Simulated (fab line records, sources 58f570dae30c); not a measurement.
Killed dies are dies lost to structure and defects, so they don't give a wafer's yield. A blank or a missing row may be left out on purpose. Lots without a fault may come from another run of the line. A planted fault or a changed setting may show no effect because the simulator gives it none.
fab line records | flow berkeley_cmos170
record lots=12 wafers=36 last_day=12
route steps=331 shown V1@268
lots that met no fault: from a run of the same line without faults
start_h: hours from the record's first day to the start of the lot's first wafer shown | wait_h: hours since the lot's step before | " the same as in the row above | L1.1+2: a row that stands for several wafers | - no value, or no start given | * or withheld: withheld | < > ~ a bound
route shown NAME@n: a module of which the file shows steps, and the number in the route of the first | usual: mean/standard deviation of fault-free wafers | same: alike in all rows | chamber/n: place in a boat | sites: the reading at each site | _std_site: their standard deviation | _edge_site: outer sites' mean less inner sites' | radius_mm: how far each site lies from the wafer's centre | mask NAME#n: copy n | behind: the tool/chamber that last shaped the wafer | hold: why the lot was held/for how many hours/how that ended | device: the transistor (n, p or np) that didn't switch | end of line: the same wafers' tests at the end of the route | a step without rows: its recipe alone | killed: dies lost to structure and defects at the first sort, not the wafer's yield | map: a wafer's dies, x killed, . not, _ none there
set.NAME: the setting as run; set.NAME@STEP: as run at that earlier step | model.NAME: the simulator's own value behind a step, which no gauge read
steps of the route over a sample of lots; a table a step, a row a wafer
services: from which hour (start_h, from the record's first day; less than 0 if before it) a tool's chamber was out of use, for how many hours, and why
## steps
# step UCB170_V1_ETCH_14
# recipe chemistry=CHF3/CF4/Ar target=SiO2 stop_on=Al CHF3_flow_sccm=45 cf4_flow_sccm=15 Ar_flow_sccm=150 pressure_mtorr=200 rf_w=700 target_depth_a=12500 over_etch_frac=0.25 time_s=291
# usual drypump_motor_current_A=5.8/0.47 oes_product_au=0.879/0.012 throttle_valve_pct=7.01/0.09
# columns lot.wafer tool chamber start_h wait_h drypump_motor_current_A oes_product_au rf_hours_counter_h throttle_valve_pct
L936.1 rie_diel-03 3 146.30 0.0 5.5 0.885 84 7.06
L936.2 " 2 " " 6.4 0.853 70 7.07
L936.4 " 1 " " 6.0 0.888 13 6.92
L937.1 rie_diel-02 2 146.69 0.0 5.9 0.881 47 7.12
L937.3 " 3 " " 6.2 0.884 35 7.03
L937.6 " 2 " " 5.8 0.880 - 7.14
L935.1 rie_diel-01 2 146.96 0.0 6.4 0.877 64 7.19
L935.2 " 3 " " 6.0 0.861 24 6.85
L935.5 " 2 " " 6.4 0.879 - 7.17
L941.3 rie_diel-03 1 172.37 0.0 6.1 0.884 15 6.93
L941.5 " 1 " " 6.1 0.885 - 6.92
L941.6 " 0 " " 5.1 0.884 - 6.95
L942.1 rie_diel-02 0 182.98 0.0 6.1 0.725 26 6.89
L942.3 " 2 " " 5.9 0.725 48 7.13
L942.6 " 1 " " 5.1 0.724 - 6.94
L946.2 rie_diel-02 1 199.00 0.0 5.1 0.732 101 6.95
L946.3 " 0 " " 6.1 0.720 26 6.89
L946.6 " 2 " " 5.8 0.731 - 7.12
L951.2 rie_diel-03 3 223.47 0.0 5.5 0.875 88 7.08
L951.3 " 0 " " 5.1 0.884 16 6.95
L951.4 " 2 " " 6.3 0.849 73 7.06
L950.4 rie_diel-03 2 223.77 0.0 6.4 0.858 74 7.06
L950.5 " 1 " " 6.0 0.882 - 6.92
L950.6 " 0 " " 5.1 0.889 - 6.94
L955.2 rie_diel-01 0 247.15 0.0 5.9 0.898 69 6.95
L955.3 " 2 " " 6.4 0.873 69 7.19
L955.5 " 1 " " 5.0 0.884 - 7.11
L957.4 rie_diel-03 3 266.44 0.0 5.5 0.872 89 7.06
L957.5 " 0 " " 5.1 0.877 - 6.95
L957.6 " 1 " " 6.0 0.884 - 6.93
L956.1 rie_diel-02 0 266.64 0.0 6.1 0.885 30 6.91
L956.5 " 2 " " 5.8 0.882 - 7.14
L956.6 " 1 " " 5.1 0.880 - 6.95
L958.1 rie_diel-03 3 266.73 0.0 5.6 0.871 89 7.07
L958.4 " 1 " " 6.0 0.887 18 6.92
L958.5 " 2 " " 6.4 0.854 - 7.05
# step UCB170_V1_STRIP_15
# recipe chemistry=O2 power_w=400 pressure_mtorr=3500 platen_temp_c=withheld o2_flow_sccm=400 overash_fraction=0.5
# usual drypump_motor_current_A=5.5/0.35 oes_product_au=0.721/0.0048 strip_time_to_endpoint_s=15.32/0.093
# columns lot.wafer tool chamber start_h wait_h drypump_motor_current_A oes_product_au rf_hours_counter_h strip_time_to_endpoint_s
L936.1 plasma_asher-03 0 146.48 0.1 5.9 0.719 3 15.40
L936.2 " 1 " " 5.4 0.722 3 15.33
L936.4 " 1 " " 5.3 0.725 - 15.33
L937.1 plasma_asher-03 0 146.87 0.1 5.9 0.722 3 15.43
L937.3 " 1 " " 5.3 0.720 - 15.32
L937.6 " 1 " " 5.3 0.724 - 15.49
L935.1 plasma_asher-03 1 147.14 0.1 5.3 0.728 3 15.09
L935.2 " 0 " " 5.9 0.725 3 15.16
L935.5 " 0 " " 5.9 0.717 - 15.15
L941.3 plasma_asher-01 1 172.58 0.1 5.8 0.717 - 15.29
L941.5 " 1 " " 5.8 0.724 - 15.27
L941.6 " 0 " " 5.0 0.728 - 15.21
L942.1 plasma_asher-04 0 183.16 0.1 5.2 0.720 44 18.24
L942.3 " 1 " " 5.5 0.724 - 18.25
L942.6 " 0 " " 5.2 0.728 - 18.20
L946.2 plasma_asher-03 1 199.18 0.1 5.4 0.723 9 18.09
L946.3 " 1 " " 5.4 0.725 - 18.03
L946.6 " 1 " " 5.4 0.721 - 18.17
L951.2 plasma_asher-01 1 223.65 0.1 5.8 0.727 47 15.34
L951.3 " 0 " " 5.0 0.720 - 15.32
L951.4 " 1 " " 5.8 0.724 - 15.32
L950.4 plasma_asher-01 0 223.98 0.1 5.0 0.724 - 15.30
L950.5 " 1 " " 5.8 0.721 - 15.23
L950.6 " 0 " " 5.0 0.722 - 15.29
L955.2 plasma_asher-03 1 247.33 0.1 5.4 0.721 15 15.25
L955.3 " 0 " " 5.9 0.720 - 15.34
L955.5 " 1 " " 5.3 0.725 - 15.26
L957.4 plasma_asher-01 1 266.65 0.1 5.8 0.717 - 15.27
L957.5 " 1 " " 5.8 0.717 - 15.32
L957.6 " 0 " " 5.0 0.723 - 15.26
L956.1 plasma_asher-01 0 266.82 0.1 5.0 0.724 51 15.40
L956.5 " 1 " " 5.8 0.731 - 15.49
L956.6 " 0 " " 5.0 0.716 - 15.44
L958.1 plasma_asher-03 1 266.91 0.1 5.3 0.728 16 15.34
L958.4 " 0 " " 5.9 0.729 - 15.26
L958.5 " 0 " " 5.9 0.724 - 15.36
## services
# columns tool chamber start_h hours kind
rie_diel-01 0 141.57 8.7 repair
plasma_asher-01 - 145.87 6.6 repair
rie_diel-02 0 163.29 4.0 repair
rie_diel-01 1 171.87 4.1 repair
rie_diel-01 0 195.05 6.5 repair
rie_diel-02 3 197.94 9.5 repair
plasma_asher-01 - 209.15 2.3 repair
plasma_asher-04 - 214.87 0.4 repair
plasma_asher-03 - 252.85 5.8 repair
## key
first_sign step=UCB170_V1_ETCH_14 reading=oes_product_au direction=down sigmas=12 usual=0.879 struck=0.726
effect step=UCB170_V1_STRIP_15 reading=strip_time_to_endpoint_s direction=up sigmas=31 usual=* struck=*
met_at UCB170_V1_ETCH_14
struck_lots L942,L946
later_rows_left_out L942.1,L942.3,L942.6,L946.2,L946.3,L946.6
sort_left_out L942.1,L942.3,L942.6,L946.2,L946.3,L946.6
onset_between 146.69 182.98
fault kind=process_parameter_drift tool=rie_diel-02 chamber=- onset_h=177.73 steps=UCB170_V1_ETCH_14 channel=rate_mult offset=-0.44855 shape=step end_h=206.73
# sort_left_out: the simulated sort isn't trusted on such a fault, so these wafers' sort isn't shown, and their yield isn't known
# later_rows_left_out: the simulator's readings of these wafers behind a module that went badly wrong aren't trusted and aren't shown, but for the sort
